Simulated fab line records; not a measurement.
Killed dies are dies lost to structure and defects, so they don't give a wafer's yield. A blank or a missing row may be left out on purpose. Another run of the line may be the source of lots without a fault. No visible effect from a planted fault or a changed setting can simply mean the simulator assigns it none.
Struck lot and sound lot, side by side	flow berkeley-cmos170	43 out of 331 route steps
Sound: these wafers, L576.1, L576.2, L576.6. Wafers struck: L581.1, L581.2, L581.5. Last of all comes the cause.
Per side, at each step with rows, come the tool, then ch with its chambers, and then its first start. Under that, the readings that differ: sound wafers	struck wafers	difference of the means	sigmas: that difference in standard deviations of wafers without a fault.
alike: words and numbers the same on both sides, and readings whose means are apart by under 2 such deviations; not compared: readings that were withheld, readings missing a value for some wafer, numbers with overlapping values and no deviation given by the record, and bounds like >300 which may hide the same value.
A row with sigmas, a row that says differs or no value, or rows on one side alone: a step with any of these is where the two part. Numbers that have no deviation but don't overlap get no sigmas and don't part them. A reading that every wafer of one side lacks parts them only if that side has two wafers or more.

UCB170_PLDD_STRIP_10: strips in O2.
  sound on plasma-asher-01 ch 0,1, day 8 14:34; struck on plasma-asher-03 ch 0,1, day 9 16:02
  alike: drypump-motor-current-A, o2-flow-sccm, oes-product-au, strip-time-to-endpoint-s
  not compared: rf-hours-counter-h
UCB170_PLDD_TW_MEAS_11:
  sound on film-metro-04, day 8 14:40; struck on film-metro-04, day 9 16:08
  alike: PLDD_TW
then, 7 steps without rows for these wafers: UCB170_PLDD_CLEAN_12 (cleans in SPM, time 600 s); UCB170_NLDD_HMDS_00 (prime time 60 s); UCB170_NLDD_COAT_01 (resist thk 900 nm); UCB170_NLDD_SOFTBAKE_02 (time 60 s); UCB170_NLDD_EXPOSE_03 (exposes mask NSELECT, target cd 1200 nm); UCB170_NLDD_PEB_04; UCB170_NLDD_DEVELOP_05 (develop time 45 s).
UCB170_NLDD_CD_MEAS_06 targets a cd of 1200 nm.
  sound on cd-sem-01, day 8 16:23; struck on cd-sem-02, day 9 17:20
  alike: cd-nm
UCB170_NLDD_OVL_MEAS_07:
  sound on overlay-02, day 8 16:30; struck on overlay-01, day 9 17:27
  alike: NLDD_OVL
then, 1 step without rows for these wafers: UCB170_NLDD_IMPLANT_08.
UCB170_NLDD_IMPLANT_09:
  sound on implanter-04 ch 0, day 8 16:41; struck on implanter-03 ch 0, day 9 17:38
reading	sound	struck	difference	sigmas
beam-energy-keV	29.984 29.996 29.995	30.012 30.001 30.018	+0.019	+2
beam-on-s (s)	9.97 10.11 10.04	14.49 14.23 14.27	+4.29	+20
faraday-current-uA	159 157 157	110 112 111	-47	-13
UCB170_NLDD_STRIP_10: strips in O2.
  sound on plasma-asher-01 ch 0,1, day 8 16:50; struck on plasma-asher-03 ch 0,1, day 9 17:47
  alike: drypump-motor-current-A, o2-flow-sccm, oes-product-au, strip-time-to-endpoint-s
  not compared: rf-hours-counter-h
UCB170_NLDD_TW_MEAS_11:
  sound on film-metro-01, day 8 16:56; struck on film-metro-04, day 9 18:07
reading	sound	struck	difference	sigmas
NLDD_TW	2181 2184 2182	2347 2336 2341	+159	+8
  not compared: hold
UCB170_SPACER_CVD_00: deposits SiO2 from TEOS/O2, target thk 376 nm, time 47 s.
  sound on pecvd-04 ch 0,1, day 8 17:10; struck on pecvd-02 ch 0,2, day 9 21:34
  alike: heater-power-w
UCB170_SPACER_THK_MEAS_01:
  sound on film-metro-01, day 8 17:13; struck on film-metro-01, day 9 21:36
  alike: SPACER_TEOS_THK
then, 1 step without rows for these wafers: UCB170_SPACER_ANNEAL_02 (time 1800 s).
UCB170_SPACER_ETCHBACK_03: etches SiO2 in CHF3/CF4/Ar, stops on Si, target depth 376 nm, time 100 s.
  sound on rie-diel-02 ch 0,3, day 8 20:37; struck on rie-diel-03 ch 0,1,2, day 10 00:25
  alike: drypump-motor-current-A, oes-product-au, throttle-valve-pct
  not compared: rf-hours-counter-h
then, 6 steps without rows for these wafers: UCB170_PSD_HMDS_00 (prime time 60 s); UCB170_PSD_COAT_01 (resist thk 900 nm); UCB170_PSD_SOFTBAKE_02 (time 60 s); UCB170_PSD_EXPOSE_03 (exposes mask PSELECT MOD, target cd 1200 nm); UCB170_PSD_PEB_04; UCB170_PSD_DEVELOP_05 (develop time 45 s).
UCB170_PSD_CD_MEAS_06 targets a cd of 1200 nm.
  sound on cd-sem-02, day 8 22:35; struck on cd-sem-02, day 10 01:28
reading	sound	struck	difference	sigmas
cd-nm (nm)	1201.4 1201.6 1201.3	1197.9 1197.6 1199.0	-3.3	-2
UCB170_PSD_OVL_MEAS_07:
  sound on overlay-02, day 8 22:43; struck on overlay-02, day 10 01:35
  alike: PSD_OVL
then, 2 steps without rows for these wafers: UCB170_PSD_IMPLANT_08; UCB170_PSD_STRIP_09 (strips in O2).
UCB170_PSD_TW_MEAS_10:
  sound on film-metro-01, day 8 23:00; struck on film-metro-04, day 10 01:53
reading	sound	struck	difference	sigmas
PSD_TW	2283 2294 2294	2349 2331 2336	+48	+2
then, 7 steps without rows for these wafers: UCB170_PSD_CLEAN_11 (cleans in SPM, time 600 s); UCB170_NSD_HMDS_00 (prime time 60 s); UCB170_NSD_COAT_01 (resist thk 900 nm); UCB170_NSD_SOFTBAKE_02 (time 60 s); UCB170_NSD_EXPOSE_03 (exposes mask NSELECT MOD, target cd 1200 nm); UCB170_NSD_PEB_04; UCB170_NSD_DEVELOP_05 (develop time 45 s).
UCB170_NSD_CD_MEAS_06 targets a cd of 1200 nm.
  sound on cd-sem-01, day 9 01:51; struck on cd-sem-01, day 10 03:16
  alike: cd-nm
UCB170_NSD_OVL_MEAS_07:
  sound on overlay-01, day 9 01:58; struck on overlay-02, day 10 03:23
  alike: NSD_OVL
then, 1 step without rows for these wafers: UCB170_NSD_IMPLANT_08.
UCB170_NSD_STRIP_09: strips in O2.
  sound on plasma-asher-02 ch 0,1, day 9 02:09; struck on plasma-asher-02 ch 0,1, day 10 03:35
  alike: drypump-motor-current-A, o2-flow-sccm, oes-product-au, strip-time-to-endpoint-s
  not compared: rf-hours-counter-h
UCB170_SDANNEAL_RS_MEAS_05: a four-point-probe measurement.
  sound on film-metro-01, day 9 04:42; struck on film-metro-01, day 10 05:46
reading	sound	struck	difference	sigmas
NLDD_RS (ohm/sq)	616.4 618.0 616.9	538.3 538.1 539.5	-78.5	-60
  not compared: hold
UCB170_M3_PROBE_99:
  the record has rows for the sound wafers here (prober-02, day 10 06:43) and none for the struck ones

## WHERE THEY PART
At UCB170_NLDD_IMPLANT_09 first; at UCB170_M3_PROBE_99 last (within this record only).

WHY: the cause the simulator had injected
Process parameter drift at UCB170_NLDD_IMPLANT_09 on implanter-03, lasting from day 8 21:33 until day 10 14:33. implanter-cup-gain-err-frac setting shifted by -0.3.
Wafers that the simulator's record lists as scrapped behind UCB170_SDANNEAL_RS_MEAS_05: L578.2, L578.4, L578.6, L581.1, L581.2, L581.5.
